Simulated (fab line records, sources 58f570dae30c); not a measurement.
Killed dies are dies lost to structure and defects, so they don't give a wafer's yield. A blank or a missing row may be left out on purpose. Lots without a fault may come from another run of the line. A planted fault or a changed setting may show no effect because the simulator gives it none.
Tool commonality check | flow berkeley_cmos170 | 14 lots, 42 wafers sampled

WHY IT WAS OPENED
At UCB170_PLDD_TW_MEAS_11 the reading PLDD_TW is flagged on 2 of 14 lots. Wafers without a fault read 1000, standard deviation 6.7.
Rule: a lot is flagged when every wafer of it that has a number lies more than 4 standard deviations from that mean, or none has a number. The other lots count as sound.

lot  | measured     | on            | PLDD_TW, wafer by wafer | flag
L456 | day 7 13:22  | film_metro-02 | 991 997 995             |
L459 | day 9 00:41  | film_metro-03 | 957 965 954             | FLAGGED
L463 | day 9 18:32  | film_metro-01 | 990 999 998             |
L462 | day 9 18:50  | film_metro-03 | 960 960 959             | FLAGGED
L466 | day 10 13:15 | film_metro-01 | 1003 999 1003           |
L469 | day 11 08:52 | film_metro-03 | 999 999 998             |
L471 | day 11 22:13 | film_metro-01 | 1012 1004 1006          |
L472 | day 11 22:29 | film_metro-02 | 1007 1008 1007          |
L473 | day 12 14:06 | film_metro-02 | 1003 999 998            |
L475 | day 13 00:36 | film_metro-02 | 1008 1007 1013          |
L476 | day 13 12:41 | film_metro-01 | 990 989 990             |
L477 | day 13 12:49 | film_metro-02 | 1002 1006 1003          |
L479 | day 13 18:05 | film_metro-01 | 991 989 988             |
L478 | day 13 18:22 | film_metro-02 | 1007 1009 1009          |
The numbers of the flagged lots are 959 on average: -41 against the usual, or -6 standard deviations.

WHICH TOOL RAN EACH LOT
The record holds 3 process steps before the reading, out of a route of 331 steps. In each cell: the tool, then ch and the chambers that the sampled wafers went through, then the start.
lot  | flag    | UCB170_PWELL_ETCH_14              | UCB170_ACTIVE_ETCH_15              | UCB170_PLDD_IMPLANT_09
L456 |         | rie_diel-02 ch 0,1,2, day 3 09:31 | rie_diel-04 ch 1,2,3, day 4 13:51  | implanter-04 ch 0, day 7 13:07
L459 | FLAGGED | rie_diel-02 ch 0,2,3, day 4 02:23 | rie_diel-01 ch 1,2,3, day 5 12:06  | implanter-04 ch 0, day 9 00:26
L463 |         | rie_diel-03 ch 1,2,3, day 4 18:33 | rie_diel-02 ch 2,3, day 6 04:58    | implanter-02 ch 0, day 9 18:19
L462 | FLAGGED | rie_diel-01 ch 0,2,3, day 4 18:49 | rie_diel-01 ch 0,1, day 6 05:14    | implanter-04 ch 0, day 9 18:38
L466 |         | rie_diel-01 ch 0,3, day 5 06:42   | rie_diel-01 ch 0,1,2, day 7 03:36  | implanter-02 ch 0, day 10 13:01
L469 |         | rie_diel-01 ch 0,1,3, day 6 01:06 | rie_diel-02 ch 0,1,3, day 8 00:22  | implanter-02 ch 0, day 11 08:37
L471 |         | rie_diel-02 ch 0,1,3, day 6 13:37 | rie_diel-04 ch 0,1,2, day 8 13:44  | implanter-02 ch 0, day 11 21:58
L472 |         | rie_diel-03 ch 0,2,3, day 6 13:41 | rie_diel-01 ch 0,1,3, day 8 13:12  | implanter-03 ch 0, day 11 22:14
L473 |         | rie_diel-01 ch 1,2, day 7 06:38   | rie_diel-02 ch 0,3, day 9 07:43    | implanter-04 ch 0, day 12 13:51
L475 |         | rie_diel-01 ch 0,1,2, day 7 22:29 | rie_diel-04 ch 0,1, day 9 19:20    | implanter-03 ch 0, day 13 00:21
L476 |         | rie_diel-02 ch 0,1,2, day 8 10:31 | rie_diel-02 ch 0,1,2, day 10 08:25 | implanter-03 ch 0, day 13 12:26
L477 |         | rie_diel-01 ch 1,2,3, day 8 10:24 | rie_diel-01 ch 1,2, day 10 08:56   | implanter-04 ch 0, day 13 12:34
L479 |         | rie_diel-01 ch 1,2,3, day 8 23:41 | rie_diel-04 ch 1,2,3, day 11 01:08 | implanter-03 ch 0, day 13 17:50
L478 |         | rie_diel-02 ch 1,2, day 8 23:24   | rie_diel-01 ch 1,2,3, day 11 01:23 | implanter-04 ch 0, day 13 18:09
What these steps do:
- UCB170_PWELL_ETCH_14: etches Si3N4 in CH3F/Ar/O2, stops on SiO2, target depth 242 nm, time 151 s.
- UCB170_ACTIVE_ETCH_15: etches Si3N4 in CH3F/Ar/O2, stops on SiO2, target depth 242 nm, time 151 s.
- UCB170_PLDD_IMPLANT_09
- UCB170_PLDD_TW_MEAS_11

FLAGGED OVER TOTAL, TOOL BY TOOL (the gauges that took the reading come last)
step                   | tool          | lots run | flagged | share of the flagged lots | sound lots run after its first flagged lot
UCB170_PWELL_ETCH_14   | rie_diel-01   | 7        | 1       | some                      | 6 (L466,L469,L473,L475,L477,L479)
UCB170_PWELL_ETCH_14   | rie_diel-02   | 5        | 1       | some                      | 3 (L471,L476,L478)
UCB170_PWELL_ETCH_14   | rie_diel-03   | 2        | 0       | none                      | -
UCB170_ACTIVE_ETCH_15  | rie_diel-01   | 6        | 2       | all                       | 4 (L466,L472,L477,L478)
UCB170_ACTIVE_ETCH_15  | rie_diel-02   | 4        | 0       | none                      | -
UCB170_ACTIVE_ETCH_15  | rie_diel-04   | 4        | 0       | none                      | -
UCB170_PLDD_IMPLANT_09 | implanter-02  | 4        | 0       | none                      | -
UCB170_PLDD_IMPLANT_09 | implanter-03  | 4        | 0       | none                      | -
UCB170_PLDD_IMPLANT_09 | implanter-04  | 6        | 2       | all                       | 3 (L473,L477,L478)
UCB170_PLDD_TW_MEAS_11 | film_metro-01 | 5        | 0       | none                      | -
UCB170_PLDD_TW_MEAS_11 | film_metro-02 | 6        | 0       | none                      | -
UCB170_PLDD_TW_MEAS_11 | film_metro-03 | 3        | 2       | all                       | 1 (L469)

WHAT THE TABLE ALLOWS
3 rows of the table ran every flagged lot: rie_diel-01 at UCB170_ACTIVE_ETCH_15, implanter-04 at UCB170_PLDD_IMPLANT_09, film_metro-03 at UCB170_PLDD_TW_MEAS_11.
- rie_diel-01 at UCB170_ACTIVE_ETCH_15: 2 of its 6 lots flagged. Sound lots ran on it after the first flagged one (L466, L472, L477, L478), which a lasting fault on the whole tool wouldn't allow.
- implanter-04 at UCB170_PLDD_IMPLANT_09: 2 of its 6 lots flagged. Sound lots ran on it after the first flagged one (L473, L477, L478), which a lasting fault on the whole tool wouldn't allow. Its own readings lie more than 4 standard deviations out on every wafer of the flagged lots: dose_ions_cm2, faraday_current_uA.
- film_metro-03 at UCB170_PLDD_TW_MEAS_11: 2 of its 3 lots flagged. Sound lots ran on it after the first flagged one (L469), which a lasting fault on the whole tool wouldn't allow.
No row of the table ran every flagged lot and no sound lot after the first.

WHAT THE SIMULATOR HAD PUT IN
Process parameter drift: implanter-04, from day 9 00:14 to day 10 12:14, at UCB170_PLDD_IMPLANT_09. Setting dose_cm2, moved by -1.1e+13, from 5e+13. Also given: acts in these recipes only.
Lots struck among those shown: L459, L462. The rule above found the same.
